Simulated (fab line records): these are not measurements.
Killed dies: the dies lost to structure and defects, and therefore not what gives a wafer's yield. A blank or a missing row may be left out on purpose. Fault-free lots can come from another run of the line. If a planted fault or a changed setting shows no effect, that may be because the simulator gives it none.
Which tool was responsible? + flow berkeley cmos170 + 42 wafers from 14 lots sampled at 3 of the route's 331 steps

## WHAT THE GAUGES SHOWED, per wafer
UCB170_SDANNEAL_RS_MEAS_05: the measuring method here is four-point-probe. Usual: NLDD_RS typically reads 617.2 ohm/sq, with standard deviation 1.5.
| lot  | measured     | on            | NLDD_RS (ohm/sq)  | flag |
|------|--------------|---------------|-------------------|------|
| L349 | day 6 12:49  | film metro-02 | 617.1 618.7 616.5 |      |
| L350 | day 6 19:07  | film metro-04 | 616.9 617.6 617.3 |      |
| L351 | day 7 09:15  | film metro-04 | 617.5 616.4 618.0 |      |
| L352 | day 7 10:20  | film metro-04 | 619.4 620.0 617.4 |      |
| L353 | day 7 10:43  | film metro-03 | 619.1 618.2 620.0 |      |
| L354 | day 7 21:53  | film metro-02 | 617.3 618.0 615.6 |      |
| L357 | day 8 11:02  | film metro-02 | 615.6 615.5 616.7 |      |
| L355 | day 8 11:03  | film metro-03 | 620.3 620.4 618.8 |      |
| L358 | day 8 13:32  | film metro-03 | 615.5 616.5 617.8 |      |
| L366 | day 10 17:02 | film metro-02 | 616.3 617.9 618.0 |      |
| L367 | day 10 17:12 | film metro-04 | 616.3 614.8 613.4 |      |
| L368 | day 10 17:20 | film metro-03 | 616.8 618.4 618.8 |      |
| L369 | day 11 05:49 | film metro-03 | 619.4 619.1 620.3 |      |
| L371 | day 11 09:52 | film metro-03 | 618.6 619.7 619.0 |      |

UCB170_M1_CD_MEAS_09 targets a cd of 700 nm. Usual: 700.0 nm for cd nm, sd 1.5.
| lot  | measured     | on        | cd nm (nm)        | flag |
|------|--------------|-----------|-------------------|------|
| L349 | day 6 21:24  | cd sem-02 | 700.0 700.7 701.9 |      |
| L350 | day 7 01:52  | cd sem-01 | 702.7 701.7 703.2 |      |
| L351 | day 7 17:16  | cd sem-01 | 703.2 703.8 704.3 |      |
| L352 | day 7 18:28  | cd sem-01 | 701.0 699.7 698.9 |      |
| L353 | day 7 18:57  | cd sem-01 | 702.1 701.2 701.6 |      |
| L354 | day 8 04:22  | cd sem-02 | 699.9 699.9 699.9 |      |
| L357 | day 8 21:34  | cd sem-01 | 700.9 701.5 701.2 |      |
| L355 | day 8 21:21  | cd sem-01 | 701.3 701.3 702.5 |      |
| L358 | day 8 23:32  | cd sem-01 | 697.7 697.9 697.4 |      |
| L366 | day 11 02:45 | cd sem-01 | 699.6 698.0 699.8 |      |
| L367 | day 11 03:16 | cd sem-01 | 698.4 697.4 698.6 |      |
| L368 | day 11 03:11 | cd sem-02 | 701.3 699.1 701.2 |      |
| L369 | day 11 12:59 | cd sem-02 | 700.0 700.8 699.8 |      |
| L371 | day 11 17:37 | cd sem-02 | 699.6 699.0 699.6 |      |

UCB170_M1_CD_MEAS_90 targets a cd of 700 nm. Usual: 700.0 nm for cd nm, sd 2.3.
| lot  | measured     | on        | cd nm (nm)        | flag |
|------|--------------|-----------|-------------------|------|
| L349 | day 6 21:50  | cd sem-02 | 699.3 698.3 700.3 |      |
| L350 | day 7 02:18  | cd sem-02 | 702.9 702.3 703.9 |      |
| L351 | day 7 17:49  | cd sem-02 | 705.3 704.8 706.9 |      |
| L352 | day 7 18:54  | cd sem-02 | 696.3 698.7 694.9 |      |
| L353 | day 7 19:23  | cd sem-02 | 702.6 700.1 703.2 |      |
| L354 | day 8 04:56  | cd sem-01 | 700.2 700.7 699.4 |      |
| L357 | day 8 22:00  | cd sem-02 | 700.4 701.1 699.5 |      |
| L355 | day 8 21:47  | cd sem-02 | 703.6 701.8 701.0 |      |
| L358 | day 8 23:58  | cd sem-02 | 696.5 698.0 697.4 |      |
| L366 | day 11 03:11 | cd sem-01 | 699.5 696.5 700.3 |      |
| L367 | day 11 03:41 | cd sem-01 | 697.1 695.0 700.7 |      |
| L368 | day 11 03:37 | cd sem-02 | 702.6 699.5 701.6 |      |
| L369 | day 11 13:25 | cd sem-01 | 699.9 700.2 698.1 |      |
| L371 | day 11 18:02 | cd sem-02 | 697.5 697.1 700.7 |      |

## WHAT TOOL EACH LOT RAN ON (gives the tool, then ch and the chambers of the sampled wafers, and finally the start)
No process step before these readings appears in the record.

## AS READ BY THE TOOLS THEMSELVES (means over the sampled wafers that have a number; for cases with no such wafer, the mark the record gives instead)
The record holds no such reading with a usual standard deviation.

## THE ANSWER, worked out from the rows above alone
Rule: a lot counts as off when the mean over its wafers that have a number is more than 3 standard deviations away from the usual mean. Also off: a lot with no number at a reading for which 4 or more lots have one. The other lots that the step has rows for count as sound. Order of review: gauges by route order, followed by the tools' own readings, for which a lot's mean as printed above is used. At the first step where some lot is off, the reading lying furthest off is the one used; lots without a number count as furthest.
Nothing can be told from this: no lot is off at any reading shown.

## WHAT HAD BEEN PUT IN BY THE SIMULATOR
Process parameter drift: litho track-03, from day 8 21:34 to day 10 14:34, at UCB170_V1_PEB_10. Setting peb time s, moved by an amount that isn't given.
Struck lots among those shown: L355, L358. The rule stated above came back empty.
